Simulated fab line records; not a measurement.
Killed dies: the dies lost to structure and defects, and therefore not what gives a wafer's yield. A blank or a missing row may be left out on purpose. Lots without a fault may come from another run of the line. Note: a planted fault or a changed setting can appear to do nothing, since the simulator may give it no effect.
Split-lot experiment / flow rit_cmos / 23 wafers read from 5 lots, route of 202 steps

## THE SPLIT
At RIT_GATE_CVD_08 (deposits poly-Si from SiH4, target thk 250 nm, time 2220 s), the setting sih4_flow_sccm was moved away from the recipe's 100 sccm on 5 of the 23 wafers read, by -11.5%. This setting was run at the recipe's value on the other wafers.

Split to reading: the file shows no intervening step.

## THE READING
GATE_POLY_THK, in nm, at RIT_GATE_THK_MEAS_09. Fault-free wafers of this fab line usually give 251.0 nm, standard deviation 2.3 nm.

wafer=L075.1; tool, chamber at the split=lpcvd-01, 0; sih4_flow_sccm as run, sccm=100; against the recipe=recipe; GATE_POLY_THK, nm=248.8; against lot-mates on the recipe=-
wafer=L075.3; tool, chamber at the split=lpcvd-01, 0; sih4_flow_sccm as run, sccm=100; against the recipe=recipe; GATE_POLY_THK, nm=250.3; against lot-mates on the recipe=-
wafer=L075.5; tool, chamber at the split=lpcvd-01, 0; sih4_flow_sccm as run, sccm=100; against the recipe=recipe; GATE_POLY_THK, nm=250.4; against lot-mates on the recipe=-
wafer=L076.2; tool, chamber at the split=-, -; sih4_flow_sccm as run, sccm=100; against the recipe=recipe; GATE_POLY_THK, nm=251.2; against lot-mates on the recipe=-
wafer=L076.3; tool, chamber at the split=-, -; sih4_flow_sccm as run, sccm=100; against the recipe=recipe; GATE_POLY_THK, nm=248.7; against lot-mates on the recipe=-
wafer=L076.4; tool, chamber at the split=-, -; sih4_flow_sccm as run, sccm=100; against the recipe=recipe; GATE_POLY_THK, nm=252.2; against lot-mates on the recipe=-
wafer=L076.5; tool, chamber at the split=-, -; sih4_flow_sccm as run, sccm=100; against the recipe=recipe; GATE_POLY_THK, nm=251.1; against lot-mates on the recipe=-
wafer=L076.6; tool, chamber at the split=-, -; sih4_flow_sccm as run, sccm=100; against the recipe=recipe; GATE_POLY_THK, nm=249.3; against lot-mates on the recipe=-
wafer=L079.1; tool, chamber at the split=-, -; sih4_flow_sccm as run, sccm=88.45; against the recipe=-11.5%; GATE_POLY_THK, nm=219.6; against lot-mates on the recipe=no lot-mate on the recipe
wafer=L079.2; tool, chamber at the split=-, -; sih4_flow_sccm as run, sccm=88.45; against the recipe=-11.5%; GATE_POLY_THK, nm=217.9; against lot-mates on the recipe=no lot-mate on the recipe
wafer=L079.4; tool, chamber at the split=-, -; sih4_flow_sccm as run, sccm=88.45; against the recipe=-11.5%; GATE_POLY_THK, nm=220.6; against lot-mates on the recipe=no lot-mate on the recipe
wafer=L079.5; tool, chamber at the split=-, -; sih4_flow_sccm as run, sccm=88.45; against the recipe=-11.5%; GATE_POLY_THK, nm=219.0; against lot-mates on the recipe=no lot-mate on the recipe
wafer=L079.6; tool, chamber at the split=-, -; sih4_flow_sccm as run, sccm=88.45; against the recipe=-11.5%; GATE_POLY_THK, nm=218.3; against lot-mates on the recipe=no lot-mate on the recipe
wafer=L083.1; tool, chamber at the split=-, -; sih4_flow_sccm as run, sccm=100; against the recipe=recipe; GATE_POLY_THK, nm=251.2; against lot-mates on the recipe=-
wafer=L083.2; tool, chamber at the split=-, -; sih4_flow_sccm as run, sccm=100; against the recipe=recipe; GATE_POLY_THK, nm=251.0; against lot-mates on the recipe=-
wafer=L083.3; tool, chamber at the split=-, -; sih4_flow_sccm as run, sccm=100; against the recipe=recipe; GATE_POLY_THK, nm=250.6; against lot-mates on the recipe=-
wafer=L083.4; tool, chamber at the split=-, -; sih4_flow_sccm as run, sccm=100; against the recipe=recipe; GATE_POLY_THK, nm=249.4; against lot-mates on the recipe=-
wafer=L083.5; tool, chamber at the split=-, -; sih4_flow_sccm as run, sccm=100; against the recipe=recipe; GATE_POLY_THK, nm=249.7; against lot-mates on the recipe=-
wafer=L085.1; tool, chamber at the split=-, -; sih4_flow_sccm as run, sccm=100; against the recipe=recipe; GATE_POLY_THK, nm=249.9; against lot-mates on the recipe=-
wafer=L085.2; tool, chamber at the split=-, -; sih4_flow_sccm as run, sccm=100; against the recipe=recipe; GATE_POLY_THK, nm=250.3; against lot-mates on the recipe=-
wafer=L085.4; tool, chamber at the split=-, -; sih4_flow_sccm as run, sccm=100; against the recipe=recipe; GATE_POLY_THK, nm=252.4; against lot-mates on the recipe=-
wafer=L085.5; tool, chamber at the split=-, -; sih4_flow_sccm as run, sccm=100; against the recipe=recipe; GATE_POLY_THK, nm=249.7; against lot-mates on the recipe=-
wafer=L085.6; tool, chamber at the split=-, -; sih4_flow_sccm as run, sccm=100; against the recipe=recipe; GATE_POLY_THK, nm=251.1; against lot-mates on the recipe=-

THE FIT
A straight line over all 23 wafers: GATE_POLY_THK changes by +2.71 nm for each +1% of sih4_flow_sccm; r = +1.00; the points scatter about the line by 1.1 nm.
Too few moved wafers have a lot-mate on the recipe to fit a line with each lot's own level taken away.

## THE WHOLE CHAIN: every reading that the file lists as answering this split, in the file's order
step=RIT_GATE_CVD_08; what it does=deposits poly-Si from SiH4, target thk 250 nm, time 2220 s; reading=poly-Si_of_GATE_CVD_08.thk_nm (the simulator's own value, which no gauge read); change (the file's fit)=+2.71 nm for each +1% of the setting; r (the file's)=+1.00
step=RIT_GATE_THK_MEAS_09; what it does=; reading=GATE_POLY_THK; change (the file's fit)=+2.71 for each +1% of the setting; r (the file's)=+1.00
step=RIT_GATE_ETCH_19; what it does=etches poly-Si in SF6/CHF3/O2, stops on SiO2, time 165 s, target depth 312.5 nm; reading=etch.depth_nm (the simulator's own value, which no gauge read); change (the file's fit)=+2.71 nm for each +1% of the setting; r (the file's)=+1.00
step=RIT_GATE_ETCH_19; what it does=etches poly-Si in SF6/CHF3/O2, stops on SiO2, time 165 s, target depth 312.5 nm; reading=GATE.feature_depth_nm (the simulator's own value, which no gauge read); change (the file's fit)=+2.71 nm for each +1% of the setting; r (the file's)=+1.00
step=RIT_NSD_STRIP_09; what it does=strips in O2, time 180 s; reading=poly-Si_of_GATE_CVD_08.thk_nm (the simulator's own value, which no gauge read); change (the file's fit)=+2.76 nm for each +1% of the setting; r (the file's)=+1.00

## THE FILE'S OWN FIT
GATE_POLY_THK changes by +2.71 nm for each +1% of sih4_flow_sccm, r = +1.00.
